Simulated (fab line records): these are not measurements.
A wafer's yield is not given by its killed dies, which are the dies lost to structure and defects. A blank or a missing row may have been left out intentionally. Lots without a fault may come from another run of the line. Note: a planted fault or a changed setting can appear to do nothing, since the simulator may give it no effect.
A struck lot beside a sound one | flow berkeleyCmos170 | 25 out of 331 route steps
Sound: these wafers, L230.2, L230.4, L230.5. Wafers L238.1, L238.2, L238.5 were the ones struck. The cause is given at the end.
Each step with rows lists, per side, the tool, then ch with its chambers, then its first start. Under that, the readings that differ: sound wafers | struck wafers | difference of the means | sigmas: that difference in standard deviations of wafers without a fault.
alike: words and numbers the same on both sides, and readings whose means are apart by under 2 such deviations; not compared: readings that were withheld, readings missing a value for some wafer, numbers with overlapping values and no deviation given by the record, and bounds like >300 which may hide the same value.
The two part at a step that has a row with sigmas, a row that says differs or no value, or rows on one side only. Non-overlapping numbers with no deviation appear without sigmas and do not part them. A reading that every wafer of one side lacks parts them only if that side has two wafers or more.

first, 1 step without rows for these wafers: UCB170_PSD_IMPLANT_08.
UCB170_PSD_STRIP_09: strips in O2.
  sound on plasmaAsher-02 ch 0, day 6 10:47; struck on plasmaAsher-03 ch 0,1, day 8 09:47
  alike: drypumpMotorCurrentA, oesProductAu, stripTimeToEndpointS
  not compared: rfHoursCounterH
UCB170_PSD_TW_MEAS_10:
  sound: filmMetro-03 at day 6 10:53; struck: filmMetro-03 at day 8 09:53
  alike: PSD_TW
then, 7 steps without rows for these wafers: UCB170_PSD_CLEAN_11 (cleans in SPM, time 600 s); UCB170_NSD_HMDS_00 (prime time 60 s); UCB170_NSD_COAT_01 (resist thk 900 nm); UCB170_NSD_SOFTBAKE_02 (time 60 s); UCB170_NSD_EXPOSE_03 (exposes mask NSELECT MOD, target cd 1200 nm); UCB170_NSD_PEB_04; UCB170_NSD_DEVELOP_05 (develop time 45 s).
UCB170_NSD_CD_MEAS_06: the cd target is 1200 nm.
  sound: cdSem-01 at day 6 13:10; struck: cdSem-01 at day 8 11:16
reading   | sound                | struck               | difference | sigmas
cdNm (nm) | 1197.7 1197.7 1198.5 | 1201.8 1201.7 1201.9 | +3.8       | +3
UCB170_NSD_OVL_MEAS_07:
  sound: overlay-01 at day 6 13:17; struck: overlay-01 at day 8 11:23
  alike: NSD_OVL
UCB170_NSD_IMPLANT_08:
  struck on implanter-03, day 8 11:25; sound on implanter-01 ch 0, day 6 13:20
  no value came back on the struck wafers for beamEnergyKeV, beamOnS (s); on the sound wafers beamEnergyKeV reads 40.001 40.008 40.004
UCB170_NSD_STRIP_09: strips in O2.
  sound on plasmaAsher-03 ch 1, day 6 13:28; struck on plasmaAsher-03 ch 0,1, day 8 11:34
reading                  | sound             | struck            | difference | sigmas
oesProductAu (a.u.)      | 0.535 0.536 0.532 | 0.732 0.736 0.734 | +0.200     | +44
stripTimeToEndpointS (s) | 35.86 35.89 35.86 | 21.54 21.51 21.58 | -14.33     | -99 or more
  alike: drypumpMotorCurrentA
  not compared: rfHoursCounterH
UCB170_NSD_TW_MEAS_10:
  sound: filmMetro-02 at day 6 13:34; struck: filmMetro-01 at day 8 11:40
reading | sound          | struck   | difference | sigmas
NSD_TW  | 4239 4211 4232 | 30 30 30 | -4197      | -99 or more
then, 4 steps without rows for these wafers: UCB170_NSD_CLEAN_11 (cleans in SPM, time 600 s); UCB170_BACKSIDE_HMDS_00 (prime time 60 s); UCB170_BACKSIDE_COAT_01 (resist thk 900 nm); UCB170_BACKSIDE_SOFTBAKE_02 (time 60 s).
UCB170_BACKSIDE_STRIP_03: strips in O2.
  sound on plasmaAsher-03 ch 0,1, day 6 15:00; struck on plasmaAsher-01 ch 0,1, day 8 12:47
reading                  | sound       | struck      | difference | sigmas
drypumpMotorCurrentA (A) | 6.3 5.8 6.3 | 5.0 5.7 5.0 | -0.9       | -2
  alike: oesProductAu, stripTimeToEndpointS
  not compared: rfHoursCounterH
then, 1 step without rows for these wafers: UCB170_BACKSIDE_CLEAN_04 (cleans in SPM, time 600 s).
UCB170_SDANNEAL_RTA_00: time 10 s.
  sound on rtpAnneal-01 ch 0, day 6 15:55; struck on rtpAnneal-01 ch 0, day 8 13:04
  alike: lampPowerPct, wafer_temp_C_max
UCB170_SDANNEAL_RTA_01: time 5 s.
  sound on rtpAnneal-01 ch 0, day 6 15:58; struck on rtpAnneal-01 ch 0, day 8 13:08
  alike: lampPowerPct, wafer_temp_C_max
UCB170_SDANNEAL_RS_MEAS_02: a four-point-probe measurement.
  sound: filmMetro-01 at day 6 16:02; struck: filmMetro-01 at day 8 13:11
  alike: PSD_RS
UCB170_SDANNEAL_RS_MEAS_03: a four-point-probe measurement.
  sound: filmMetro-01 at day 6 16:10; struck: filmMetro-01 at day 8 13:19
reading         | sound             | struck               | difference | sigmas
NSD_RS (ohm/sq) | 37.19 37.23 37.24 | 132.68 132.97 132.81 | +95.60     | +99 or more

WHERE THEY PART
First at UCB170_NSD_CD_MEAS_06; last, within this record, at UCB170_SDANNEAL_RS_MEAS_03.

WHY: what the simulator had put in
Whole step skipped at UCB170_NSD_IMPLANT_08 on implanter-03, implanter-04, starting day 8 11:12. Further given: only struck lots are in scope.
